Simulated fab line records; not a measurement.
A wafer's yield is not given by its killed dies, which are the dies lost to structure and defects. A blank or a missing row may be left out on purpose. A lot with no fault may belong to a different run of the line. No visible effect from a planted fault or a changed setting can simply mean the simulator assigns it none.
fab line records	flow berkeley_cmos170
record: lots: 5	wafers: 23
route steps=331 shown M1@238 M2@272 V2@302 M3@319
start_h: start of the lot's first displayed wafer, in hours after the record's first day	wait_h: how many hours have passed since the lot's step before this one	" identical to the entry in the row above	L1.1+2: one row covering several wafers at once	- value missing, or start not given	* or withheld: withheld	< > ~ a bound
route shown NAME@n: NAME is a module with steps in the file, n the number in the route of the first one	usual: mean/standard deviation of fault-free wafers	same: alike in all rows	chamber/n: place in a boat	sites: per-site readings	_std_site: how widely they spread, as a standard deviation	_edge_site: the outer-site mean with the inner-site mean subtracted	radius_mm: for every site, how far away it sits from the centre of the wafer	mask NAME#n: copy n	behind: tool/chamber where the wafer was last shaped	hold: what put the lot on hold/how long, in hours/how the hold closed	device: names the non-switching transistor (n, p or np)	end of line: the tests these same wafers got at the end of their route	a step given without rows: its recipe and nothing more	killed: dies lost to structure and defects at the first sort, not the wafer's yield	map: a wafer's dies, x killed, . not, _ none there
set.NAME: the run value of the setting; set.NAME@STEP: its run value at that earlier step	model.NAME: the simulator's own value behind a step, which no gauge read
one table per step and one row per wafer, for lots whose settings were changed on purpose
== steps ==
step: UCB170_M1_SPUTTER_00
recipe: material: Al	target_thk_nm: 600	time_s: 80	power_w: 6000	chamber_pressure_pa: 0.5
lot.wafer	tool	chamber	start_h	wait_h	set.power_w	model.Al_of_M1_SPUTTER_00.thk_nm
L074.2	pvd_sputter-03	-	167.05	0.0	6000	593.2
L074.3	"	-	"	"	6538	659
L074.4	"	-	"	"	6538	655.2
L074.5	"	-	"	"	6000	595.3
L074.6	"	-	"	"	6000	601.4
L076.1	pvd_sputter-04	-	175.39	0.0	6000	586.2
L076.2	"	-	"	"	5334	517.3
L076.3	"	-	"	"	6000	588.6
L076.4	"	-	"	"	5334	522.1
L076.5	"	-	"	"	6000	583.8
L078.1	pvd_sputter-04	-	190.70	0.0	6000	599
L078.3	"	-	"	"	6000	597.4
L078.4	"	-	"	"	6368	638.4
L078.5	"	-	"	"	6000	598.6
L078.6	"	-	"	"	6368	634.2
L079.3	pvd_sputter-01	-	190.97	0.0	6000	603.3
L079.4	"	-	"	"	6000	599.3
L079.6	"	-	"	"	6000	600.5
L084.2	pvd_sputter-04	-	229.22	0.0	5456	550.6
L084.3	"	-	"	"	6000	601.8
L084.4	"	-	"	"	6000	602.4
L084.5	"	-	"	"	5456	554.2
L084.6	"	-	"	"	6000	603.6
step: UCB170_M1_RS_MEAS_01
recipe: thk_meas_gauge: four-point-probe	reads: Al_of_M1_SPUTTER_00
usual: M1_AL_RS: 0.0487/0.00045
lot.wafer	tool	chamber	start_h	wait_h	set.power_w@M1_SPUTTER_00	M1_AL_RS[ohm/sq]
L074.2	film_metro-03	-	167.13	0.1	6000	0.0491
L074.3	"	-	"	"	6538	0.0441
L074.4	"	-	"	"	6538	0.0444
L074.5	"	-	"	"	6000	0.0488
L074.6	"	-	"	"	6000	0.0485
L076.1	film_metro-04	-	175.45	0.0	6000	0.0497
L076.2	"	-	"	"	5334	0.0565
L076.3	"	-	"	"	6000	0.0495
L076.4	"	-	"	"	5334	0.0560
L076.5	"	-	"	"	6000	0.0500
L078.1	film_metro-03	-	190.77	0.0	6000	0.0487
L078.3	"	-	"	"	6000	0.0487
L078.4	"	-	"	"	6368	0.0455
L078.5	"	-	"	"	6000	0.0486
L078.6	"	-	"	"	6368	0.0459
L079.3	film_metro-02	-	191.07	0.1	6000	0.0482
L079.4	"	-	"	"	6000	0.0485
L079.6	"	-	"	"	6000	0.0484
L084.2	film_metro-03	-	229.30	0.1	5456	0.0529
L084.3	"	-	"	"	6000	0.0484
L084.4	"	-	"	"	6000	0.0482
L084.5	"	-	"	"	5456	0.0526
L084.6	"	-	"	"	6000	0.0483
step: UCB170_M1_THK_MEAS_02
recipe: thk_meas_gauge: xrf	reads: Al_of_M1_SPUTTER_00
usual: M1_AL_THK: 595/6.1
lot.wafer	tool	chamber	start_h	wait_h	set.power_w@M1_SPUTTER_00	M1_AL_THK[nm]
L074.2	film_metro-03	-	167.24	0.1	6000	590
L074.3	"	-	"	"	6538	655
L074.4	"	-	"	"	6538	653
L074.5	"	-	"	"	6000	593
L074.6	"	-	"	"	6000	597
L076.1	film_metro-04	-	175.57	0.1	6000	581
L076.2	"	-	"	"	5334	516
L076.3	"	-	"	"	6000	588
L076.4	"	-	"	"	5334	518
L076.5	"	-	"	"	6000	578
L078.1	film_metro-03	-	190.89	0.1	6000	593
L078.3	"	-	"	"	6000	595
L078.4	"	-	"	"	6368	636
L078.5	"	-	"	"	6000	595
L078.6	"	-	"	"	6368	630
L079.3	film_metro-02	-	191.17	0.1	6000	603
L079.4	"	-	"	"	6000	597
L079.6	"	-	"	"	6000	597
L084.2	film_metro-03	-	229.41	0.1	5456	549
L084.3	"	-	"	"	6000	598
L084.4	"	-	"	"	6000	603
L084.5	"	-	"	"	5456	551
L084.6	"	-	"	"	6000	602
step: UCB170_M2_SPUTTER_01
recipe: material: Al	target_thk_nm: 900	time_s: 120	power_w: 6000	chamber_pressure_pa: 0.5
lot.wafer	tool	chamber	start_h	wait_h	set.time_s	model.Al_of_M2_SPUTTER_01.thk_nm
L074.2	pvd_sputter-02	-	172.87	0.0	108.6	808.6
L074.3	"	-	"	"	120	885.7
L074.4	"	-	"	"	120	886.1
L074.5	"	-	"	"	120	885.8
L074.6	"	-	"	"	108.6	808.4
L076.1	pvd_sputter-02	-	183.74	0.0	128.8	978
L076.2	"	-	"	"	120	900.4
L076.3	"	-	"	"	128.8	971.1
L076.4	"	-	"	"	120	899.8
L076.5	"	-	"	"	120	905
L078.1	pvd_sputter-03	-	197.26	0.0	120	897.8
L078.3	"	-	"	"	120	904.5
L078.4	"	-	"	"	120	898.5
L078.5	"	-	"	"	120	899.4
L078.6	"	-	"	"	120	901.5
L079.3	pvd_sputter-04	-	197.81	0.0	120	915
L079.4	"	-	"	"	120	908.9
L079.6	"	-	"	"	120	907.6
L084.2	pvd_sputter-03	-	240.36	0.0	131.3	989.2
L084.3	"	-	"	"	120	904.4
L084.4	"	-	"	"	131.3	1001
L084.5	"	-	"	"	120	911.8
L084.6	"	-	"	"	120	909.3
step: UCB170_M2_RS_MEAS_02
recipe: thk_meas_gauge: four-point-probe	reads: Al_of_M2_SPUTTER_01
usual: M2_AL_RS: 0.03216/0.00029
lot.wafer	tool	chamber	start_h	wait_h	set.time_s@M2_SPUTTER_01	M2_AL_RS[ohm/sq]
L074.2	film_metro-03	-	172.97	0.1	108.6	0.03587
L074.3	"	-	"	"	120	0.03267
L074.4	"	-	"	"	120	0.03277
L074.5	"	-	"	"	120	0.03264
L074.6	"	-	"	"	108.6	0.03587
L076.1	film_metro-04	-	183.83	0.0	128.8	0.02955
L076.2	"	-	"	"	120	0.03218
L076.3	"	-	"	"	128.8	0.02983
L076.4	"	-	"	"	120	0.03218
L076.5	"	-	"	"	120	0.03198
L078.1	film_metro-04	-	197.35	0.0	120	0.03225
L078.3	"	-	"	"	120	0.03204
L078.4	"	-	"	"	120	0.03222
L078.5	"	-	"	"	120	0.03225
L078.6	"	-	"	"	120	0.03213
L079.3	film_metro-04	-	197.94	0.1	120	0.03164
L079.4	"	-	"	"	120	0.03184
L079.6	"	-	"	"	120	0.03187
L084.2	film_metro-03	-	240.46	0.1	131.3	0.02926
L084.3	"	-	"	"	120	0.03195
L084.4	"	-	"	"	131.3	0.02892
L084.5	"	-	"	"	120	0.03168
L084.6	"	-	"	"	120	0.03182
step: UCB170_M2_THK_MEAS_03
recipe: thk_meas_gauge: xrf	reads: Al_of_M2_SPUTTER_01
usual: M2_AL_THK: 897/7.8
lot.wafer	tool	chamber	start_h	wait_h	set.time_s@M2_SPUTTER_01	M2_AL_THK[nm]
L074.2	film_metro-03	-	173.08	0.1	108.6	808
L074.3	"	-	"	"	120	881
L074.4	"	-	"	"	120	886
L074.5	"	-	"	"	120	886
L074.6	"	-	"	"	108.6	804
L076.1	film_metro-04	-	183.95	0.1	128.8	969
L076.2	"	-	"	"	120	890
L076.3	"	-	"	"	128.8	964
L076.4	"	-	"	"	120	892
L076.5	"	-	"	"	120	898
L078.1	film_metro-04	-	197.47	0.1	120	893
L078.3	"	-	"	"	120	897
L078.4	"	-	"	"	120	890
L078.5	"	-	"	"	120	891
L078.6	"	-	"	"	120	893
L079.3	film_metro-04	-	198.04	0.1	120	911
L079.4	"	-	"	"	120	906
L079.6	"	-	"	"	120	900
L084.2	film_metro-03	-	240.57	0.1	131.3	984
L084.3	"	-	"	"	120	905
L084.4	"	-	"	"	131.3	998
L084.5	"	-	"	"	120	906
L084.6	"	-	"	"	120	910
step: UCB170_M2_METAL_ETCH_18
recipe: chemistry: Cl2/BCl3	target: Al	stop_on: SiO2	pressure_mtorr: 12	target_depth_a: 11700	over_etch_frac: 0.3	time_s: 195	icp_w: 600	bias_w: 120	Cl2_flow_sccm: 90	bcl3_flow_sccm: 45
lot.wafer	tool	chamber	start_h	wait_h	set.over_etch_frac	model.KrF_of_M2_COAT_10.thk_nm
L074.2	rie_metal-04	0	174.89	-	0.3	-
L074.3	"	1	"	"	0.2766	228.9
L074.4	"	0	"	"	0.3	218.1
L074.5	"	1	"	"	0.3	227.8
L074.6	"	0	"	"	0.2766	-
L076.1+3	rie_metal-03	0	186.37	-	0.3	-
L076.2	"	1	"	"	0.3	222.3
L076.4	"	1	"	"	0.3	225.9
L076.5	"	0	"	"	0.3	234
L078.1	rie_metal-04	0	201.08	-	0.3	204
L078.3	"	1	"	"	0.3	215.6
L078.4	"	0	"	"	0.241	241.4
L078.5	"	1	"	"	0.241	243.7
L078.6	"	0	"	"	0.241	240.9
L079.3	rie_metal-03	0	201.42	-	0.3	232.4
L079.4	"	1	"	"	0.3	224.5
L079.6	"	0	"	"	0.3	229.2
L084.2	rie_metal-01	0	242.51	-	0.3	-
L084.3	"	0	"	"	0.2289	253.3
L084.4	"	1	"	"	0.2289	-
L084.5	"	1	"	"	0.2289	257.4
L084.6	"	0	"	"	0.3	218.5
step: UCB170_M2_STRIP_19
recipe: chemistry: O2	power_w: 400	pressure_mtorr: 3500	platen_temp_c: withheld	o2_flow_sccm: 400	overash_fraction: 0.5
usual: oes_product_au: 0.549/0.011
lot.wafer	tool	chamber	start_h	wait_h	set.over_etch_frac@M2_METAL_ETCH_18	oes_product_au
L074.2	plasma_asher-01	0	175.08	0.1	0.3	0.552
L074.3	"	1	"	"	0.2766	0.560
L074.4	"	0	"	"	0.3	0.543
L074.5	"	1	"	"	0.3	0.560
L074.6	"	0	"	"	0.2766	0.572
L076.1	plasma_asher-04	1	186.56	0.1	0.3	0.565
L076.2	"	0	"	"	0.3	0.554
L076.3	"	0	"	"	0.3	0.556
L076.4	"	1	"	"	0.3	0.560
L076.5	"	1	"	"	0.3	0.566
L078.1	plasma_asher-04	1	201.27	0.1	0.3	0.523
L078.3	"	0	"	"	0.3	0.549
L078.4	"	1	"	"	0.241	0.574
L078.5	"	1	"	"	0.241	0.576
L078.6	"	0	"	"	0.241	0.573
L079.3	plasma_asher-01	1	201.58	0.1	0.3	0.572
L079.4	"	0	"	"	0.3	0.561
L079.6	"	0	"	"	0.3	0.568
L084.2	plasma_asher-01	1	242.70	0.1	0.3	0.544
L084.3	"	0	"	"	0.2289	0.596
L084.4	"	1	"	"	0.2289	0.597
L084.5	"	0	"	"	0.2289	0.598
L084.6	"	1	"	"	0.3	0.555
step: UCB170_V2_PEB_10
recipe: peb_temp_c: 130	peb_time_s: withheld	resist: KrF
lot.wafer	tool	chamber	start_h	wait_h	set.peb_temp_c
L074.2+3+4+5+6	litho_track-03	0	179.90	0.1	130
L076.1+5	litho_track-01	0	188.36	0.1	128.3
L076.2+3+4	"	0	"	"	130
L078.1+3+6	litho_track-01	0	203.07	0.1	132.7
L078.4+5	"	0	"	"	130
L079.3+4+6	litho_track-04	0	203.49	0.1	130
L084.2+3+4+5+6	litho_track-03	0	244.52	0.1	130
step: UCB170_V2_DEVELOP_11
recipe: developer: TMAH	develop_time_s: 45	resist: KrF	dev_temp_c: 21
step: UCB170_V2_CD_MEAS_12
recipe: target_cd_nm: 700
usual: cd_nm: 699.5/1.1
lot.wafer	tool	chamber	start_h	wait_h	set.peb_temp_c@V2_PEB_10	cd_nm
L074.2	cd_sem-01	-	180.17	-	130	697.6
L074.3	"	-	"	"	130	697.6
L074.4	"	-	"	"	130	698.0
L074.5	"	-	"	"	130	699.0
L074.6	"	-	"	"	130	698.3
L076.1	cd_sem-02	-	188.64	-	128.3	686.2
L076.2	"	-	"	"	130	698.5
L076.3	"	-	"	"	130	699.2
L076.4	"	-	"	"	130	699.6
L076.5	"	-	"	"	128.3	687.1
L078.1	cd_sem-01	-	203.34	-	132.7	714.8
L078.3	"	-	"	"	132.7	715.5
L078.4	"	-	"	"	130	699.9
L078.5	"	-	"	"	130	699.4
L078.6	"	-	"	"	132.7	716.7
L079.3	cd_sem-02	-	203.76	-	130	700.7
L079.4	"	-	"	"	130	699.7
L079.6	"	-	"	"	130	699.3
L084.2	cd_sem-01	-	244.79	-	130	698.7
L084.3	"	-	"	"	130	701.4
L084.4	"	-	"	"	130	698.8
L084.5	"	-	"	"	130	698.5
L084.6	"	-	"	"	130	700.8
step: UCB170_V2_ETCH_14
recipe: chemistry: CHF3/CF4/Ar	target: SiO2	stop_on: Al	CHF3_flow_sccm: 45	cf4_flow_sccm: 15	Ar_flow_sccm: 150	pressure_mtorr: 200	rf_w: 700	target_depth_a: 12500	over_etch_frac: 0.25	time_s: 291
lot.wafer	tool	chamber	start_h	wait_h	set.rf_w	set.time_s@M2_SPUTTER_01	set.peb_temp_c@V2_PEB_10	model.Al_of_M2_SPUTTER_01.thk_nm	model.KrF_of_V2_COAT_07.thk_nm	model.V2.cd_nm
L074.2	rie_diel-02	2	180.31	0.0	700	108.6	130	808.3	607.6	697.8
L074.3	"	1	"	"	700	120	130	885.7	613.6	697.2
L074.4	"	3	"	"	676.7	120	130	886.1	611.9	697.9
L074.5	"	3	"	"	676.7	120	130	885.8	614	698.4
L074.6	"	0	"	"	676.7	108.6	130	808.4	615.9	698.1
L076.1	rie_diel-02	0	188.79	0.0	700	128.8	128.3	977.9	609.3	686.8
L076.2	"	1	"	"	700	120	130	900.4	613.6	698.7
L076.3	"	2	"	"	650.5	128.8	130	971.1	617.4	697.9
L076.4	"	3	"	"	650.5	120	130	899.8	620.6	699.1
L076.5	"	1	"	"	650.5	120	128.3	905	621	685.9
L078.1	rie_diel-02	2	203.50	0.0	758.3	120	132.7	896.2	598.3	716.7
L078.3	"	3	"	"	700	120	132.7	904.5	615.3	716.3
L078.4	"	1	"	"	700	120	130	898.5	612.1	700
L078.5	"	3	"	"	700	120	130	899.3	611.1	700.2
L078.6	"	2	"	"	758.3	120	132.7	899.9	601.7	718.4
L079.3	rie_diel-04	3	203.87	0.0	700	120	130	914.9	614.7	700
L079.4	"	2	"	"	700	120	130	908.7	603.4	700
L079.6	"	1	"	"	700	120	130	907.6	610	699.5
L084.2	rie_diel-01	1	244.93	0.0	700	131.3	130	989.2	613.8	699
L084.3	"	2	"	"	700	120	130	904.1	607.4	702.1
L084.4	"	2	"	"	638.3	131.3	130	1001	619	698.1
L084.5	"	3	"	"	638.3	120	130	911.8	626.5	697
L084.6	"	1	"	"	700	120	130	909.3	609.6	700.4
step: UCB170_V2_STRIP_15
recipe: chemistry: O2	power_w: 400	pressure_mtorr: 3500	platen_temp_c: withheld	o2_flow_sccm: 400	overash_fraction: 0.5
step: UCB170_V2_CD_MEAS_90
recipe: target_cd_nm: 700
usual: cd_nm: 699.7/1.1
lot.wafer	tool	chamber	start_h	wait_h	set.peb_temp_c@V2_PEB_10	cd_nm
L074.2	cd_sem-02	-	180.60	0.1	130	697.8
L074.3	"	-	"	"	130	697.0
L074.4	"	-	"	"	130	697.8
L074.5	"	-	"	"	130	698.3
L074.6	"	-	"	"	130	698.0
L076.1	cd_sem-02	-	189.07	0.1	128.3	686.9
L076.2	"	-	"	"	130	698.7
L076.3	"	-	"	"	130	697.9
L076.4	"	-	"	"	130	698.9
L076.5	"	-	"	"	128.3	685.7
L078.1	cd_sem-01	-	203.78	0.1	132.7	716.6
L078.3	"	-	"	"	132.7	716.4
L078.4	"	-	"	"	130	700.0
L078.5	"	-	"	"	130	700.5
L078.6	"	-	"	"	132.7	718.6
L079.3	cd_sem-01	-	204.19	0.1	130	700.1
L079.4	"	-	"	"	130	700.1
L079.6	"	-	"	"	130	699.3
L084.2	cd_sem-01	-	245.22	0.1	130	699.0
L084.3	"	-	"	"	130	702.1
L084.4	"	-	"	"	130	698.3
L084.5	"	-	"	"	130	697.0
L084.6	"	-	"	"	130	700.4
step: UCB170_M3_COAT_10
recipe: resist: KrF	spin_rpm: 1500	resist_thk_nm: 900
lot.wafer	tool	chamber	start_h	wait_h	set.spin_rpm	model.KrF_of_M3_COAT_10.thk_nm
L074.2	litho_track-01	0	-	-	1500	896.7
L074.3	"	0	"	"	1500	897.4
L074.4	"	0	"	"	1500	900.1
L074.5	"	0	"	"	1500	898
L074.6	"	0	"	"	1500	898.2
L076.1	litho_track-04	0	-	-	1500	900.8
L076.2	"	0	"	"	1500	899.6
L076.3	"	0	"	"	1500	899.3
L076.4	"	0	"	"	1500	900.1
L076.5	"	0	"	"	1500	898.9
L078.1	litho_track-02	0	-	-	1436	924.4
L078.3	"	0	"	"	1436	925.5
L078.4	"	0	"	"	1500	904.7
L078.5	"	0	"	"	1436	926.2
L078.6	"	0	"	"	1500	904.6
L079.3	litho_track-01	0	-	-	1500	905
L079.4	"	0	"	"	1500	902.2
L079.6	"	0	"	"	1500	901.4
L084.2	litho_track-01	0	-	-	1500	897.9
L084.3	"	0	"	"	1391	932.7
L084.4	"	0	"	"	1500	900
L084.5	"	0	"	"	1500	899.3
L084.6	"	0	"	"	1391	932.2
== key ==
split: step: UCB170_M1_SPUTTER_00	setting: power_w	stated: 6000	by: wafer
response: step: UCB170_M1_SPUTTER_00	reading: model.Al_of_M1_SPUTTER_00.thk_nm	change: +6.09	per: 1%	r: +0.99
response: step: UCB170_M1_RS_MEAS_01	reading: M1_AL_RS	change: -0.000533	per: 1%	r: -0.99
response: step: UCB170_M1_THK_MEAS_02	reading: M1_AL_THK	change: +6.08	per: 1%	r: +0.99
split: step: UCB170_M2_SPUTTER_01	setting: time_s	stated: 120	by: wafer
response: step: UCB170_M2_SPUTTER_01	reading: model.Al_of_M2_SPUTTER_01.thk_nm	change: +8.95	per: 1%	r: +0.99
response: step: UCB170_M2_RS_MEAS_02	reading: M2_AL_RS	change: -0.000317	per: 1%	r: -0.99
response: step: UCB170_M2_THK_MEAS_03	reading: M2_AL_THK	change: +8.93	per: 1%	r: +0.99
response: step: UCB170_V2_ETCH_14	reading: model.Al_of_M2_SPUTTER_01.thk_nm	change: +8.96	per: 1%	r: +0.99
split: step: UCB170_M2_METAL_ETCH_18	setting: over_etch_frac	stated: 0.3	by: wafer
response: step: UCB170_M2_METAL_ETCH_18	reading: model.KrF_of_M2_COAT_10.thk_nm	change: -1.56	per: 1%	r: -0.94
response: step: UCB170_M2_STRIP_19	reading: oes_product_au	change: -0.00197	per: 1%	r: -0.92
split: step: UCB170_V2_PEB_10	setting: peb_temp_c	stated: 130	by: wafer
response: step: UCB170_V2_CD_MEAS_12	reading: cd_nm	change: +8.23	per: 1%	r: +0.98
response: step: UCB170_V2_ETCH_14	reading: model.V2.cd_nm	change: +8.51	per: 1%	r: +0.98
response: step: UCB170_V2_CD_MEAS_90	reading: cd_nm	change: +8.49	per: 1%	r: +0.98
split: step: UCB170_V2_ETCH_14	setting: rf_w	stated: 700	by: wafer
response: step: UCB170_V2_ETCH_14	reading: model.KrF_of_V2_COAT_07.thk_nm	change: -1.38	per: 1%	r: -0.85
split: step: UCB170_M3_COAT_10	setting: spin_rpm	stated: 1500	by: wafer
response: step: UCB170_M3_COAT_10	reading: model.KrF_of_M3_COAT_10.thk_nm	change: -4.66	per: 1%	r: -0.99
